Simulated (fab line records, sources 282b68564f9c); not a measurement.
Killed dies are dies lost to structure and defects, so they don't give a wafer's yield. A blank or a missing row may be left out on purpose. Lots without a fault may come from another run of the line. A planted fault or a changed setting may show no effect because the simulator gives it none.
fab line records | flow rit_cmos
record lots=6 wafers=18 last_day=7
route steps=202 shown NLDD@105 PLDD@114
lots that met no fault: from a run of the same line without faults
start_h: hours from the record's first day to the start of the lot's first wafer shown | wait_h: hours since the lot's step before | " the same as in the row above | L1.1+2: a row that stands for several wafers | - no value, or no start given | * or withheld: withheld | < > ~ a bound
route shown NAME@n: a module of which the file shows steps, and the number in the route of the first | usual: mean/standard deviation of fault-free wafers | same: alike in all rows | chamber/n: place in a boat | sites: the reading at each site | _std_site: their standard deviation | _edge_site: outer sites' mean less inner sites' | radius_mm: how far each site lies from the wafer's centre | mask NAME#n: copy n | behind: the tool/chamber that last shaped the wafer | hold: why the lot was held/for how many hours/how that ended | device: the transistor (n, p or np) that didn't switch | end of line: the same wafers' tests at the end of the route | a step without rows: its recipe alone | killed: dies lost to structure and defects at the first sort, not the wafer's yield | map: a wafer's dies, x killed, . not, _ none there
set.NAME: the setting as run; set.NAME@STEP: as run at that earlier step | model.NAME: the simulator's own value behind a step, which no gauge read
lots at some steps of the route; a table a step, a row a wafer
services: from which hour (start_h, from the record's first day; less than 0 if before it) a tool's chamber was out of use, for how many hours, and why
## steps
# step RIT_NLDD_SOFTBAKE_02
# recipe resist=NOVOLAK temp_c=90 time_s=60
# step RIT_NLDD_EXPOSE_03
# recipe mask_id=M7 na=0.57 target_cd_nm=40700 dose_mj=250
# step RIT_NLDD_PEB_04
# recipe resist=NOVOLAK temp_c=withheld time_s=withheld
# step RIT_NLDD_DEVELOP_05
# recipe resist=NOVOLAK develop_time_s=50 dev_temp_c=23
# step RIT_NLDD_OVL_MEAS_06
# usual NLDD_OVL=0.1/1.5
# columns lot.wafer tool chamber start_h wait_h NLDD_OVL[nm]
L420.3 overlay-02 - 55.96 - -1.0
L420.4 " - " " 1.0
L420.6 " - " " 0.8
L425.3 overlay-01 - 80.43 - -2.2
L425.4 " - " " -2.2
L425.6 " - " " -2.9
L426.3 overlay-02 - 86.27 - 1.3
L426.4 " - " " 0.8
L426.6 " - " " 1.9
L427.1 overlay-02 - 91.78 - 0.0
L427.3 " - " " -2.0
L427.4 " - " " -1.3
L436.1 overlay-01 - 137.08 - 0.8
L436.4 " - " " 1.2
L436.6 " - " " -0.1
L440.1 overlay-02 - 156.69 - -0.8
L440.3 " - " " -1.0
L440.5 " - " " -2.7
# step RIT_NLDD_HARDBAKE_07
# recipe resist=NOVOLAK temp_c=140 time_s=60
# step RIT_NLDD_IMPLANT_08
# recipe species=P energy_kev=20 dose_cm2=5.052e+14 tilt_deg=7
# step RIT_NLDD_STRIP_09
# recipe chemistry=O2 time_s=180 resist=NOVOLAK platen_temp_c=withheld power_w=500 pressure_mtorr=4000 o2_flow_sccm=4000
# usual drypump_motor_current_A=5.5/0.53
# same time_s=180
# columns lot.wafer tool chamber start_h wait_h drypump_motor_current_A rf_hours_counter_h
L420.3 plasma_asher-02 1 56.34 0.1 6.2 -
L420.4 " 0 " " 5.2 -
L420.6 " 0 " " 5.2 -
L425.3 plasma_asher-01 0 80.81 0.1 4.8 -
L425.4 " 1 " " 5.7 -
L425.6 " 0 " " 4.8 -
L426.3 plasma_asher-01 1 86.65 0.1 5.8 -
L426.4 " 0 " " 4.8 -
L426.6 " 0 " " 4.8 -
L427.1 plasma_asher-01 0 92.11 0.1 4.8 46
L427.3 " 1 " " 5.8 -
L427.4 " 0 " " 4.8 -
L436.1 plasma_asher-02 0 137.42 0.1 5.2 2
L436.4 " 0 " " 5.2 -
L436.6 " 1 " " 6.2 -
L440.1 plasma_asher-03 0 157.03 0.1 5.0 49
L440.3 " 0 " " 5.0 -
L440.5 " 1 " " 6.1 -
# step RIT_NLDD_TW_MEAS_10
# usual NLDD_TW=2497/15
# columns lot.wafer tool chamber start_h wait_h NLDD_TW
L420.3 film_metro-02 - 56.48 0.1 2497
L420.4 " - " " 2501
L420.6 " - " " 2499
L425.3 film_metro-02 - 80.95 0.1 2491
L425.4 " - " " 2484
L425.6 " - " " 2484
L426.3 film_metro-01 - 86.79 0.1 2511
L426.4 " - " " 2521
L426.6 " - " " 2510
L427.1 film_metro-01 - 92.29 0.1 2507
L427.3 " - " " 2526
L427.4 " - " " 2513
L436.1 film_metro-03 - 137.59 0.1 2504
L436.4 " - " " 2505
L436.6 " - " " 2489
L440.1 film_metro-03 - 157.20 0.1 2498
L440.3 " - " " 2505
L440.5 " - " " 2503
# step RIT_PLDD_HMDS_00
# recipe prime_time_s=60 prime_temp_c=140
# step RIT_PLDD_COAT_01
# recipe resist=NOVOLAK spin_rpm=3250 resist_thk_nm=1000
# step RIT_PLDD_SOFTBAKE_02
# recipe resist=NOVOLAK temp_c=90 time_s=60
# step RIT_PLDD_EXPOSE_03
# recipe mask_id=M8 na=0.57 target_cd_nm=40900 dose_mj=250
# usual exposure_dose_mJ_cm2=249.97/0.27 focus_offset_nm=0.2/0.54
# columns lot.wafer tool chamber start_h wait_h mask exposure_dose_mJ_cm2 focus_offset_nm
L420.3 iline_stepper-02 0 57.02 0.1 M8#0 250.15 0.5
L420.4 " 0 " " M8#0 249.81 0.3
L420.6 " 0 " " M8#0 249.82 -0.9
L425.3 iline_stepper-01 0 81.71 0.2 M8#0 250.00 -0.8
L425.4 " 0 " " M8#0 250.16 0.1
L425.6 " 0 " " M8#0 249.75 -1.1
L426.3 iline_stepper-01 - 87.41 0.1 M8#0 - -
L426.4 " - " " M8#0 - -
L426.6 " - " " M8#0 - -
L427.1 iline_stepper-01 - 92.80 0.1 M8#0 - -
L427.3 " - " " M8#0 - -
L427.4 " - " " M8#0 - -
L436.1 iline_stepper-01 0 138.23 0.2 M8#0 249.78 0.3
L436.4 " 0 " " M8#0 249.64 0.6
L436.6 " 0 " " M8#0 250.00 0.2
L440.1 iline_stepper-02 0 157.84 0.2 M8#0 249.66 -0.4
L440.3 " 0 " " M8#0 249.97 1.3
L440.5 " 0 " " M8#0 249.71 0.3
# step RIT_PLDD_PEB_04
# recipe resist=NOVOLAK temp_c=withheld time_s=withheld
## services
# columns tool chamber start_h hours kind
plasma_asher-03 - 32.97 16.7 repair
iline_stepper-02 - 38.81 1.7 pm
plasma_asher-03 - 62.75 3.1 repair
plasma_asher-03 - 66.82 15.6 pm
iline_stepper-01 - 70.38 1.7 pm
plasma_asher-02 - 107.56 3.9 repair
plasma_asher-02 - 111.42 9.0 pm
plasma_asher-02 0 111.42 9.0 vent_cycle
plasma_asher-02 1 111.42 9.0 vent_cycle
plasma_asher-02 0 120.42 - clean
plasma_asher-02 1 120.42 - clean
iline_stepper-02 0 139.25 - calibration
## key
first_sign step=RIT_PLDD_EXPOSE_03 reading=tool_record direction=missing
effect none on later readings
met_at RIT_PLDD_EXPOSE_03
struck_wafers L426.3,L426.4,L426.6,L427.1,L427.3,L427.4
sort_left_out L426.3,L426.4,L426.6,L427.1,L427.3,L427.4
tester_left_out L426,L427
onset_between 81.71 87.41
fault kind=skipped_step_whole tool=iline_stepper-01 chamber=- onset_h=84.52 steps=RIT_PLDD_EXPOSE_03 scope=struck_lots_only
# tester_left_out: of these lots the tester's yield and bins aren't shown, on N5 and GAA mostly nor the transistor test; their killed dies are dies lost to structure and defects alone, not to doping, threshold or leakage, so they don't give the yield
# sort_left_out: the simulated sort isn't trusted on such a fault, so these wafers' sort isn't shown, and their yield isn't known
